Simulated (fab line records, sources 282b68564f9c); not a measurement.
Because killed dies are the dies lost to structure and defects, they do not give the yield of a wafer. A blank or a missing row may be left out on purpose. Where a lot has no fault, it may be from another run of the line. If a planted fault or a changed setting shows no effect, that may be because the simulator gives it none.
A struck lot beside a sound one ; flow rit cmos ; 44 steps out of a route of 202
Sound: wafers L264.1, L264.5, L264.6. The struck wafers were L263.2, L263.3, L263.6. At the end, the cause is stated.
At each step with rows: each side's tool, then ch and its chambers, then its first start. Under that, the readings that differ: sound wafers ; struck wafers ; difference of the means ; sigmas: that difference in standard deviations of wafers without a fault.
alike: readings with means less than 2 such deviations apart, plus words and numbers identical on both sides. not compared: withheld readings, readings lacking a value on some wafer, bounds such as >300 that could conceal the same value, and numbers that have no deviation in the record and whose values overlap.
The two part at a step that has a row with sigmas, a row that says differs or no value, or rows on one side only. Numbers that have no deviation but don't overlap get no sigmas and don't part them. A reading missing from all wafers of one side parts the sides only when that side holds two or more wafers.

first, 4 steps without rows for these wafers: RIT_GATE_SOFTBAKE_12 (time 60 s); RIT_GATE_EXPOSE_13 (exposes mask M6, target cd 150 nm); RIT_GATE_PEB_14; RIT_GATE_DEVELOP_15 (develop time 50 s).
RIT_GATE_CD_MEAS_16: target cd 150 nm.
  struck on cd sem-02, day 5 04:10; sound on cd sem-01, day 5 10:40
  alike: cd nm
RIT_GATE_OVL_MEAS_17:
  struck on overlay-02, day 5 04:16; sound on overlay-02, day 5 10:47
  alike: GATE_OVL
then, 1 step without rows for these wafers: RIT_GATE_HARDBAKE_18 (time 60 s).
RIT_GATE_ETCH_19: etches poly-Si in SF6/CHF3/O2, stops on SiO2, time 165 s, target depth 312.5 nm.
  sound on rie si-02 ch 2,3, day 5 10:58; struck on rie si-01 ch 0,1,2, day 5 04:26
  alike: O2_flow_sccm, SF6_flow_sccm, drypump motor current A, oes product au, throttle valve pct
  not compared: rf hours counter h
RIT_GATE_STRIP_20: strips in O2, time 180 s.
  sound on plasma asher-04 ch 0,1, day 5 11:05; struck on plasma asher-04 ch 0,1, day 5 04:33
  alike: drypump motor current A
  not compared: rf hours counter h
RIT_GATE_CD_MEAS_90: target cd 150 nm.
  struck on cd sem-02, day 5 04:45; sound on cd sem-02, day 5 11:16
  alike: cd nm
then, 2 steps without rows for these wafers: RIT_REOX_CLEAN_00 (cleans in SC1, time 600 s); RIT_REOX_CLEAN_01 (cleans in dHF, time 30 s).
RIT_REOX_CLEAN_02: cleans in SC2, time 600 s.
  sound on wet bench-04 ch 3, day 5 11:34; struck on wet bench-03 ch 1, day 5 05:02
reading;sound;struck;difference;sigmas
run length s (s);627 627 627;594 594 594;-33;-9
then, 1 step without rows for these wafers: RIT_REOX_OXIDATION_03 (target thk 25.2 nm, ox time 5580 s).
RIT_REOX_THK_MEAS_04:
  struck on film metro-04, day 5 07:50; sound on film metro-04, day 5 15:34
  alike: REOX_OXIDE_THK
then, 6 steps without rows for these wafers: RIT_NLDD_HMDS_00 (prime time 60 s); RIT_NLDD_COAT_01 (resist thk 1000 nm); RIT_NLDD_SOFTBAKE_02 (time 60 s); RIT_NLDD_EXPOSE_03 (exposes mask M7, target cd 40700 nm); RIT_NLDD_PEB_04; RIT_NLDD_DEVELOP_05 (develop time 50 s).
RIT_NLDD_OVL_MEAS_06:
  struck on overlay-01, day 5 08:58; sound on overlay-02, day 5 16:44
  alike: NLDD_OVL
then, 2 steps without rows for these wafers: RIT_NLDD_HARDBAKE_07 (time 60 s); RIT_NLDD_IMPLANT_08.
RIT_NLDD_STRIP_09: strips in O2, time 180 s.
  sound on plasma asher-03 ch 0,1, day 5 17:21; struck on plasma asher-04 ch 0,1, day 5 09:18
  alike: drypump motor current A
  not compared: rf hours counter h
RIT_NLDD_TW_MEAS_10:
  struck on film metro-01, day 5 09:29; sound on film metro-01, day 5 17:32
  alike: NLDD_TW
then, 6 steps without rows for these wafers: RIT_PLDD_HMDS_00 (prime time 60 s); RIT_PLDD_COAT_01 (resist thk 1000 nm); RIT_PLDD_SOFTBAKE_02 (time 60 s); RIT_PLDD_EXPOSE_03 (exposes mask M8, target cd 40900 nm); RIT_PLDD_PEB_04; RIT_PLDD_DEVELOP_05 (develop time 50 s).
RIT_PLDD_OVL_MEAS_06:
  struck on overlay-02, day 5 10:23; sound on overlay-01, day 5 18:34
  alike: PLDD_OVL
then, 2 steps without rows for these wafers: RIT_PLDD_HARDBAKE_07 (time 60 s); RIT_PLDD_IMPLANT_08.
RIT_PLDD_STRIP_09: strips in O2, time 180 s.
  sound on plasma asher-03 ch 0,1, day 5 18:54; struck on plasma asher-03 ch 0,1, day 5 10:43
  alike: drypump motor current A
  not compared: rf hours counter h
RIT_PLDD_TW_MEAS_10:
  struck on film metro-04, day 5 10:55; sound on film metro-01, day 5 19:05
  alike: PLDD_TW
then, 4 steps without rows for these wafers: RIT_SPACER_CLEAN_00 (cleans in SC1, time 600 s); RIT_SPACER_CLEAN_01 (cleans in dHF, time 30 s); RIT_SPACER_CLEAN_02 (cleans in SC2, time 600 s); RIT_SPACER_CVD_03 (deposits Si3N4 from SiH2Cl2/NH3, target thk 250 nm, time 3300 s).
RIT_SPACER_THK_MEAS_04:
  struck on film metro-01, day 5 13:31; sound on film metro-03, day 5 22:38
  alike: SPACER_NITRIDE_THK
RIT_M1_METAL_ETCH_12: etches Al in Cl2/BCl3, stops on SiO2, time 165 s, target depth 600 nm.
  sound on rie metal-02 ch 0,1, day 6 08:02; struck on rie metal-04 ch 1, day 5 22:22
reading;sound;struck;difference;sigmas
model.M1.cd nm (nm);2600 2600 2601;2628 2627 2628;+27;
  alike: bcl3 flow sccm, drypump motor current A, oes product au, throttle valve pct
  not compared: rf hours counter h
RIT_M1_PROBE_99:
  struck on prober-02, day 6 00:46; sound on prober-02, day 6 10:44
reading;sound;struck;difference;sigmas
model.etest.m1.width nm (nm);2596 2602 2602;2631 2625 2622;+26;
  alike: killed at front end, killed dies, killed open, killed short

== WHERE THEY PART ==
RIT_REOX_CLEAN_02 only, going by this record. Later steps at which nothing parts them and some readings are alike: RIT_REOX_THK_MEAS_04, RIT_NLDD_OVL_MEAS_06, RIT_NLDD_STRIP_09, RIT_NLDD_TW_MEAS_10, RIT_PLDD_OVL_MEAS_06, RIT_PLDD_STRIP_09, RIT_PLDD_TW_MEAS_10, RIT_SPACER_THK_MEAS_04, RIT_M1_METAL_ETCH_12, RIT_M1_PROBE_99.

WHY: what the simulator had put in
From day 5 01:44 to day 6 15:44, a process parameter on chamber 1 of wet bench-03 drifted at RIT_REOX_CLEAN_02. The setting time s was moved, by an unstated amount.
